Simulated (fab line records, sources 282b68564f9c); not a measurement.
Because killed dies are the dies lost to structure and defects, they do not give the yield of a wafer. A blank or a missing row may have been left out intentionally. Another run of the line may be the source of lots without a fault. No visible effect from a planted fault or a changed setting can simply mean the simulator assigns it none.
Comparing a struck lot with a sound one | flow rit_cmos | 14 out of 202 route steps
Sound: these wafers, L791.2, L791.3, L791.5. Struck: wafers L799.2, L799.3, L799.6. The cause is named last.
For every step that has rows: the tool of each side, followed by ch and its chambers, followed by its first start. Under that, the readings that differ: sound wafers | struck wafers | difference of the means | sigmas: that difference in standard deviations of wafers without a fault.
alike: a reading whose means differ by less than 2 such deviations, as well as words and numbers matching on both sides. not compared: withheld readings; readings where some wafer has no value; bounds like >300 that might hide an equal value; numbers whose values overlap and for which the record gives no deviation.
The two part at a step that has a row with sigmas, a row that says differs or no value, or rows on one side only. When numbers do not overlap yet have no deviation, they are printed without sigmas and do not part them. Lack of a reading on every wafer of one side parts them only where that side has two or more wafers.

first, 2 steps without rows for these wafers: RIT_PLDD_PEB_04; RIT_PLDD_DEVELOP_05 (develop time 50 s).
RIT_PLDD_OVL_MEAS_06:
  struck on overlay-02, day 6 10:35; sound on overlay-01, day 4 16:53
  alike: PLDD_OVL
then, 2 steps without rows for these wafers: RIT_PLDD_HARDBAKE_07 (time 60 s); RIT_PLDD_IMPLANT_08.
RIT_PLDD_STRIP_09: strips in O2, time 180 s.
  sound on plasma_asher-04 ch 0,1, day 4 17:13; struck on plasma_asher-04 ch 0,1, day 6 10:55
  alike: drypump_motor_current_A
  not compared: rf_hours_counter_h
RIT_PLDD_TW_MEAS_10:
  struck on film_metro-04, day 6 11:07; sound on film_metro-02, day 4 17:24
  alike: PLDD_TW
then, 4 steps without rows for these wafers: RIT_SPACER_CLEAN_00 (cleans in SC1, time 600 s); RIT_SPACER_CLEAN_01 (cleans in dHF, time 30 s); RIT_SPACER_CLEAN_02 (cleans in SC2, time 600 s); RIT_SPACER_CVD_03 (deposits Si3N4 from SiH2Cl2/NH3, target thk 250 nm, time 3300 s).
RIT_SPACER_THK_MEAS_04:
  struck on film_metro-03, day 6 13:27; sound on film_metro-03, day 4 20:50
  alike: SPACER_NITRIDE_THK
RIT_SPACER_ETCHBACK_05: etches Si3N4 in SF6/CHF3, stops on SiO2, target depth 250 nm, time 240 s.
  sound on rie_diel-01 ch 0,2,3, day 4 20:53; struck on rie_diel-03 ch 2,3, day 6 13:30
  reading                                  | sound             | struck            | difference | sigmas
  drypump_motor_current_A (A)              | 5.7 4.9 5.9       | 6.3 6.4 6.4       | +0.9       | +2
  oes_product_au (a.u.)                    | 0.838 0.815 0.834 | 0.992 0.981 0.965 | +0.150     | +10
  run_length_s (s)                         | 268.9 268.5 267.8 | 172.4 171.9 172.0 | -96.3      | -99 or more
  model.etch.depth_nm (nm)                 | 252.7 252.3 251.7 | 189.5 188 186.6   | -64.2      |
  model.poly-Si_of_GATE_CVD_08.thk_nm (nm) | 165.5 166.1 167.5 | 198.5 194.8 195.2 | +29.8      |
  model.Si3N4_of_SPACER_CVD_03.thk_nm (nm) | 197.5 196.3 196.2 | 217.1 218.7 218.1 | +21.3      |
  alike: throttle_valve_pct
  not compared: rf_hours_counter_h
RIT_M1_PROBE_99:
  struck on prober-02, day 7 00:29; sound on prober-02, day 5 08:01
  reading             | sound | struck      | difference | sigmas
  killed_at_front_end | 6 7 4 | 264 264 264 | +258       | +83
  killed_dies         | 6 7 5 | 264 264 264 | +258       | +83
  killed_on_rim       | 2 1 1 | 70 70 70    | +69        | +49
  alike: killed_at_contacts, killed_open, killed_short

WHERE THEY PART
Last at RIT_M1_PROBE_99 as far as this record goes, first at RIT_SPACER_ETCHBACK_05.

WHY: whatever the simulator had introduced
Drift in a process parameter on rie_diel-03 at RIT_SPACER_ETCHBACK_05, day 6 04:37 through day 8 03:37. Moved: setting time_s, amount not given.
